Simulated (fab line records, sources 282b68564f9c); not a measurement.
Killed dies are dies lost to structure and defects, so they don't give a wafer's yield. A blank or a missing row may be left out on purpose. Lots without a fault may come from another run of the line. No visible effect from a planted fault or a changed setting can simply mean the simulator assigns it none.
What tool caused it? / flow rit-cmos / 39 wafers from 13 lots sampled at 5 of the route's 202 steps

WHAT THE GAUGES READ, wafer by wafer
RIT_FOX1_THK_MEAS_01.
lot=L744; measured=day 1 17:34; on=film-metro-01; FOX1_OXIDE_THK (nm)=345 346 338
lot=L745; measured=day 1 23:37; on=film-metro-01; FOX1_OXIDE_THK (nm)=354 354 350
lot=L746; measured=day 2 05:27; on=film-metro-03; FOX1_OXIDE_THK (nm)=345 346 348
lot=L747; measured=day 2 10:56; on=film-metro-01; FOX1_OXIDE_THK (nm)=351 358 356
lot=L749; measured=day 2 21:01; on=film-metro-03; FOX1_OXIDE_THK (nm)=343 340 343
lot=L751; measured=day 3 03:55; on=film-metro-03; FOX1_OXIDE_THK (nm)=358 358 356
lot=L752; measured=day 3 12:54; on=film-metro-03; FOX1_OXIDE_THK (nm)=343 345 343
lot=L753; measured=day 3 19:25; on=film-metro-04; FOX1_OXIDE_THK (nm)=341 337 341
lot=L754; measured=day 3 20:21; on=film-metro-04; FOX1_OXIDE_THK (nm)=359 363 363
lot=L764; measured=day 5 21:27; on=film-metro-04; FOX1_OXIDE_THK (nm)=361 361 360
lot=L765; measured=day 6 03:26; on=film-metro-04; FOX1_OXIDE_THK (nm)=354 352 348
lot=L766; measured=day 6 10:44; on=film-metro-01; FOX1_OXIDE_THK (nm)=334 330 334
lot=L767; measured=day 6 14:20; on=film-metro-04; FOX1_OXIDE_THK (nm)=341 340 338

RIT_GATE_THK_MEAS_07.
lot=L744; measured=day 2 12:50; on=film-metro-03; GATE_OXIDE_THK (nm)=3.13 3.09 3.12
lot=L745; measured=day 2 16:53; on=film-metro-03; GATE_OXIDE_THK (nm)=3.01 2.95 3.02
lot=L746; measured=day 3 00:43; on=film-metro-01; GATE_OXIDE_THK (nm)=2.87 2.97 2.93
lot=L747; measured=day 3 06:42; on=film-metro-03; GATE_OXIDE_THK (nm)=3.03 3.12 2.97
lot=L749; measured=day 3 16:41; on=film-metro-03; GATE_OXIDE_THK (nm)=2.98 3.04 3.16
lot=L751; measured=day 4 02:35; on=film-metro-03; GATE_OXIDE_THK (nm)=3.03 3.09 3.06
lot=L752; measured=day 4 07:23; on=film-metro-03; GATE_OXIDE_THK (nm)=2.96 2.94 2.90
lot=L753; measured=day 4 14:17; on=film-metro-03; GATE_OXIDE_THK (nm)=2.98 3.02 3.10
lot=L754; measured=day 4 14:58; on=film-metro-03; GATE_OXIDE_THK (nm)=2.97 2.92 2.97
lot=L764; measured=day 6 17:59; on=film-metro-02; GATE_OXIDE_THK (nm)=3.03 3.02 3.00
lot=L765; measured=day 6 22:18; on=film-metro-02; GATE_OXIDE_THK (nm)=2.98 2.97 2.98
lot=L766; measured=day 7 06:03; on=film-metro-01; GATE_OXIDE_THK (nm)=3.06 3.10 3.07
lot=L767; measured=day 7 07:22; on=film-metro-01; GATE_OXIDE_THK (nm)=3.01 2.93 2.86

RIT_NLDD_OVL_MEAS_06.
lot=L744; measured=day 2 21:34; on=overlay-02; NLDD_OVL (nm)=2.5 1.1 3.7
lot=L745; measured=day 3 02:05; on=overlay-01; NLDD_OVL (nm)=-1.0 -0.9 -0.4
lot=L746; measured=day 3 08:44; on=overlay-01; NLDD_OVL (nm)=1.9 1.5 1.5
lot=L747; measured=day 3 16:26; on=overlay-01; NLDD_OVL (nm)=1.7 1.9 1.5
lot=L749; measured=day 4 00:13; on=overlay-02; NLDD_OVL (nm)=4.4 4.1 4.1
lot=L751; measured=day 4 10:33; on=overlay-02; NLDD_OVL (nm)=2.6 3.0 2.2
lot=L752; measured=day 4 14:58; on=overlay-01; NLDD_OVL (nm)=1.7 2.5 1.0
lot=L753; measured=day 4 23:02; on=overlay-02; NLDD_OVL (nm)=3.0 4.4 2.7
lot=L754; measured=day 5 00:56; on=overlay-02; NLDD_OVL (nm)=- - -
lot=L764; measured=day 7 02:38; on=overlay-02; NLDD_OVL (nm)=2.2 1.4 1.1
lot=L765; measured=day 7 07:00; on=overlay-02; NLDD_OVL (nm)=1.8 1.4 0.9
lot=L766; measured=day 7 13:25; on=overlay-01; NLDD_OVL (nm)=1.5 1.0 0.8
lot=L767; measured=day 7 15:49; on=overlay-01; NLDD_OVL (nm)=1.5 -0.1 1.0

RIT_NLDD_TW_MEAS_10.
lot=L744; measured=day 2 22:05; on=film-metro-02; NLDD_TW=2485 2477 2473
lot=L745; measured=day 3 02:35; on=film-metro-02; NLDD_TW=2474 2493 2491
lot=L746; measured=day 3 09:14; on=film-metro-03; NLDD_TW=2461 2466 2466
lot=L747; measured=day 3 16:57; on=film-metro-03; NLDD_TW=2450 2467 2465
lot=L749; measured=day 4 00:44; on=film-metro-04; NLDD_TW=2477 2479 2474
lot=L751; measured=day 4 11:04; on=film-metro-02; NLDD_TW=2477 2477 2487
lot=L752; measured=day 4 15:28; on=film-metro-04; NLDD_TW=2475 2462 2462
lot=L753; measured=day 4 23:32; on=film-metro-02; NLDD_TW=2488 2478 2479
lot=L754; measured=day 5 01:28; on=film-metro-03; NLDD_TW=30 30 30 30 30 30
lot=L764; measured=day 7 03:09; on=film-metro-04; NLDD_TW=2460 2478 2480
lot=L765; measured=day 7 07:31; on=film-metro-04; NLDD_TW=2476 2477 2480
lot=L766; measured=day 7 13:55; on=film-metro-04; NLDD_TW=2463 2470 2475
lot=L767; measured=day 7 16:20; on=film-metro-03; NLDD_TW=2431 2432 2436

TOOL THAT RAN EACH LOT (tool first, then ch and the chambers of the sampled wafers, then the start)
lot=L744; RIT_NLDD_EXPOSE_03=iline-stepper-01 ch 0, day 2 21:11
lot=L745; RIT_NLDD_EXPOSE_03=iline-stepper-02 ch 0, day 3 01:41
lot=L746; RIT_NLDD_EXPOSE_03=iline-stepper-02 ch 0, day 3 08:20
lot=L747; RIT_NLDD_EXPOSE_03=iline-stepper-01 ch 0, day 3 16:03
lot=L749; RIT_NLDD_EXPOSE_03=iline-stepper-01 ch 0, day 3 23:50
lot=L751; RIT_NLDD_EXPOSE_03=iline-stepper-02 ch 0, day 4 10:10
lot=L752; RIT_NLDD_EXPOSE_03=iline-stepper-02 ch 0, day 4 14:34
lot=L753; RIT_NLDD_EXPOSE_03=iline-stepper-01 ch 0, day 4 22:38
lot=L754; RIT_NLDD_EXPOSE_03=iline-stepper-02 ch 0, day 5 00:34
lot=L764; RIT_NLDD_EXPOSE_03=iline-stepper-01 ch 0, day 7 02:14
lot=L765; RIT_NLDD_EXPOSE_03=iline-stepper-02 ch 0, day 7 06:26
lot=L766; RIT_NLDD_EXPOSE_03=iline-stepper-01 ch 0, day 7 13:01
lot=L767; RIT_NLDD_EXPOSE_03=iline-stepper-01 ch 0, day 7 15:25
- RIT_NLDD_EXPOSE_03: exposes mask M7, target cd 40700 nm.

AS READ BY THE TOOLS THEMSELVES (means over the sampled wafers that have a number; for cases with no such wafer, the mark the record gives instead)
RIT_NLDD_EXPOSE_03.
lot=L744; tool=iline-stepper-01; reticle-temp-C (C)=22.91
lot=L745; tool=iline-stepper-02; reticle-temp-C (C)=22.89
lot=L746; tool=iline-stepper-02; reticle-temp-C (C)=22.84
lot=L747; tool=iline-stepper-01; reticle-temp-C (C)=22.86
lot=L749; tool=iline-stepper-01; reticle-temp-C (C)=22.99
lot=L751; tool=iline-stepper-02; reticle-temp-C (C)=23.01
lot=L752; tool=iline-stepper-02; reticle-temp-C (C)=23.01
lot=L753; tool=iline-stepper-01; reticle-temp-C (C)=22.98
lot=L754; tool=iline-stepper-02; reticle-temp-C (C)=23.17
lot=L764; tool=iline-stepper-01; reticle-temp-C (C)=22.91
lot=L765; tool=iline-stepper-02; reticle-temp-C (C)=23.12
lot=L766; tool=iline-stepper-01; reticle-temp-C (C)=22.93
lot=L767; tool=iline-stepper-01; reticle-temp-C (C)=23.18

THE ANSWER, worked out from the rows above alone
Rule: what is usual is taken from the lots themselves. The widest of any qualifying gaps counts: lots, ordered by their means at a reading, are off when they make up no more than a third of the lots, leave a main group of 4 or more, and stand apart from it by 3 or more times the standard deviation of that group's means. If all means in a main group match to the digits the tables above print for the reading, that group is not used. Also off: a lot with no number at a reading for which 4 or more lots have one. All remaining lots with rows at the step are treated as sound. The gauges are gone through in route order, then the tools' own readings, and for those a lot's mean is taken as printed above. At the first step where some lot is off, the reading lying furthest off is the one used; lots without a number count as furthest.
Off: L754, seen at RIT_NLDD_OVL_MEAS_06 (NLDD_OVL). Without a number there: L754. Mean 1.8 nm and standard deviation 1.2 in the main group.
If a tool, at a process step before that reading, ran all the lots that are off and no sound lot after the first of them, it fits. The gauges at RIT_NLDD_OVL_MEAS_06 aren't tried: what is off there is off at RIT_NLDD_TW_MEAS_10 too, on other tools, and a gauge's error can't cause that. Not one of the candidates tried fits.

WHAT THE SIMULATOR PUT IN
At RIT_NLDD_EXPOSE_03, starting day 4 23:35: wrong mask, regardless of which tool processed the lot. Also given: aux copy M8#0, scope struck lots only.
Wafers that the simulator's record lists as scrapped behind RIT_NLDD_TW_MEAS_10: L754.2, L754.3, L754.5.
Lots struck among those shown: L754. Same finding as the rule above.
